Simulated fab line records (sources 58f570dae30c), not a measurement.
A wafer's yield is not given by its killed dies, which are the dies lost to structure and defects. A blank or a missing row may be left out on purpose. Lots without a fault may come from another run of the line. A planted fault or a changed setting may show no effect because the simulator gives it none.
The tool behind it: which one? || flow berkeley_cmos170 || 7 lots (21 wafers sampled), 1 step of a 331-step route

## WHAT THE GAUGES READ, wafer by wafer
UCB170_NWELL_THK_MEAS_05.
{"lot": "L973", "measured": "day 2 20:05", "on": "film_metro-02", "NWELL_NITRIDE_THK (nm)": "219.5 218.9 219.3"}
{"lot": "L974", "measured": "day 3 02:31", "on": "film_metro-04", "NWELL_NITRIDE_THK (nm)": "220.3 218.4 219.6"}
{"lot": "L978", "measured": "day 3 21:30", "on": "film_metro-03", "NWELL_NITRIDE_THK (nm)": "225.1 224.3 224.8"}
{"lot": "L980", "measured": "day 4 09:30", "on": "film_metro-04", "NWELL_NITRIDE_THK (nm)": "220.5 221.9 223.6"}
{"lot": "L986", "measured": "day 5 13:16", "on": "film_metro-03", "NWELL_NITRIDE_THK (nm)": "223.7 224.2 222.9"}
{"lot": "L989", "measured": "day 6 07:14", "on": "film_metro-02", "NWELL_NITRIDE_THK (nm)": "226.1 229.1 225.8"}
{"lot": "L993", "measured": "day 7 02:16", "on": "film_metro-03", "NWELL_NITRIDE_THK (nm)": "224.3 223.7 226.6"}

## TOOL THAT RAN EACH LOT (tool first, then ch and the chambers of the sampled wafers, then the start)
Record: no process step prior to these readings.

## THE ANSWER, worked out from the rows above alone
Rule: the lots themselves supply what counts as usual. The widest of any qualifying gaps counts: lots, ordered by their means at a reading, are off when they make up no more than a third of the lots, leave a main group of 4 or more, and stand apart from it by 3 or more times the standard deviation of that group's means. If all means in a main group match to the digits the tables above print for the reading, that group is not used. A lot without any number at a reading at which 4 lots or more have one is off too. Where the step has rows for the other lots, those lots are counted as sound.
No lot is off on any of the readings shown, so nothing can be concluded from this.

## WHAT THE SIMULATOR PUT IN
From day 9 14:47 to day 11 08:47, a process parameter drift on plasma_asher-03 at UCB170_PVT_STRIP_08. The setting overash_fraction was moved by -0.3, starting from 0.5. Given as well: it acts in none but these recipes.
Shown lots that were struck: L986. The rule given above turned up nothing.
